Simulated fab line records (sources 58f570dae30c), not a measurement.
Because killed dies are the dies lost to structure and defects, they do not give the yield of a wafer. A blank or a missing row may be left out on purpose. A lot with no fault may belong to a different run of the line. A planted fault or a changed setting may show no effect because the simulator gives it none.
Commonality check across tools    flow berkeleyCmos170    14 lots and 48 wafers in the sample

## THE REASON FOR OPENING IT
At UCB170_PLDD_TW_MEAS_11 the reading PLDD_TW is flagged on 2 of 14 lots. Wafers without a fault read 1013, standard deviation 6.5.
Rule: a lot is flagged in two cases, either no wafer of it has a number, or all its wafers with numbers fall more than 4 standard deviations from that mean. All remaining lots are regarded as sound.

lot   measured      on            PLDD_TW, wafer by wafer  flag
L366  day 7 14:49   filmMetro-04  1021 1023 1018           
L365  day 7 15:05   filmMetro-04  1016 1024 1019           
L368  day 7 23:58   filmMetro-04  1018 1009 1015           
L369  day 8 00:40   filmMetro-04  1017 1021 1016           
L367  day 8 00:58   filmMetro-01  1006 1010 1010           
L370  day 8 01:56   filmMetro-01  1004 1007 1009           
L371  day 8 08:43   filmMetro-01  1005 1008 1007           
L373  day 8 23:08   filmMetro-04  1019 1021 1016           
L372  day 8 23:32   filmMetro-01  1005 1009 1008           
L374  day 8 23:49   filmMetro-04  1015 1020 1016           
L375  day 9 13:10   filmMetro-03  1018 1016 1014           
L385  day 11 22:33  filmMetro-03  970 964 967 965 967 963  FLAGGED
L387  day 11 22:51  filmMetro-03  1012 1012 1018           
L386  day 11 23:26  filmMetro-01  946 951 950 951 950 949  FLAGGED
The mean of the flagged lots' numbers is 958, -55 from the usual (-8 standard deviations).

## EACH LOT AND THE TOOL IT RAN ON
The record holds 2 process steps before the reading, out of a route of 331 steps. In each cell: the tool, then ch and the chambers that the sampled wafers went through, then the start.
lot   flag     UCB170_PVT_STRIP_08                  UCB170_PLDD_IMPLANT_08
L366           plasmaAsher-04 ch 0,1, day 7 00:38   implanter-02 ch 0, day 7 14:25
L365           plasmaAsher-03 ch 0,1, day 7 00:45   implanter-03 ch 0, day 7 14:43
L368           plasmaAsher-03 ch 0,1, day 7 08:28   implanter-02 ch 0, day 7 23:33
L369           plasmaAsher-03 ch 0,1, day 7 08:52   implanter-03 ch 0, day 8 00:16
L367           plasmaAsher-01 ch 1, day 7 08:35     implanter-02 ch 0, day 8 00:34
L370           plasmaAsher-04 ch 0,1, day 7 08:44   implanter-03 ch 0, day 8 01:32
L371           plasmaAsher-03 ch 1, day 7 13:47     implanter-03 ch 0, day 8 08:20
L373           plasmaAsher-01 ch 0,1, day 8 08:10   implanter-03 ch 0, day 8 22:44
L372           plasmaAsher-04 ch 0,1, day 8 10:34   implanter-02 ch 0, day 8 23:08
L374           plasmaAsher-01 ch 0,1, day 8 09:52   implanter-03 ch 0, day 8 23:26
L375           plasmaAsher-04 ch 0,1, day 8 17:20   implanter-03 ch 0, day 9 12:48
L385  FLAGGED  plasmaAsher-04 ch 0,1, day 11 02:27  implanter-03 ch 0, day 11 22:10
L387           plasmaAsher-01 ch 0,1, day 11 03:17  implanter-04 ch 0, day 11 22:30
L386  FLAGGED  plasmaAsher-03 ch 0,1, day 11 02:41  implanter-03 ch 0, day 11 23:03
What the steps here do:
- UCB170_PVT_STRIP_08: strips in O2.
- UCB170_PLDD_IMPLANT_08
- UCB170_PLDD_TW_MEAS_11

## FLAGGED OVER TOTAL, TOOL BY TOOL (the gauges that took the reading come last)
step                    tool            lots run  flagged  share of the flagged lots  sound lots run after its first flagged lot
UCB170_PVT_STRIP_08     plasmaAsher-01  4         0        none                       -
UCB170_PVT_STRIP_08     plasmaAsher-03  5         1        some                       0
UCB170_PVT_STRIP_08     plasmaAsher-04  5         1        some                       0
UCB170_PLDD_IMPLANT_08  implanter-02    4         0        none                       -
UCB170_PLDD_IMPLANT_08  implanter-03    9         2        all                        0
UCB170_PLDD_IMPLANT_08  implanter-04    1         0        none                       -
UCB170_PLDD_TW_MEAS_11  filmMetro-01    5         1        some                       0
UCB170_PLDD_TW_MEAS_11  filmMetro-03    3         1        some                       1 (L387)
UCB170_PLDD_TW_MEAS_11  filmMetro-04    6         0        none                       -

## THE TABLE: WHAT IT ALLOWS
1 row of the table ran every flagged lot: implanter-03 at UCB170_PLDD_IMPLANT_08.
- implanter-03 at UCB170_PLDD_IMPLANT_08: 2 of its 9 lots flagged. Its last sound lot is L375 (day 9 12:48), its first flagged lot L385 (day 11 22:10): a fault that began between those two fits. Its own readings lie more than 4 standard deviations out on every wafer of the flagged lots: tiltDeg.
Just one tool remains: implanter-03 at UCB170_PLDD_IMPLANT_08.

## WHAT THE SIMULATOR PUT IN
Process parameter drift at UCB170_PLDD_IMPLANT_08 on implanter-03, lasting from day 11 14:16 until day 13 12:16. From 7, the setting tiltDeg moved by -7. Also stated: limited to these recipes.
Shown lots that were struck: L385, L386. The rule above reached the same finding.
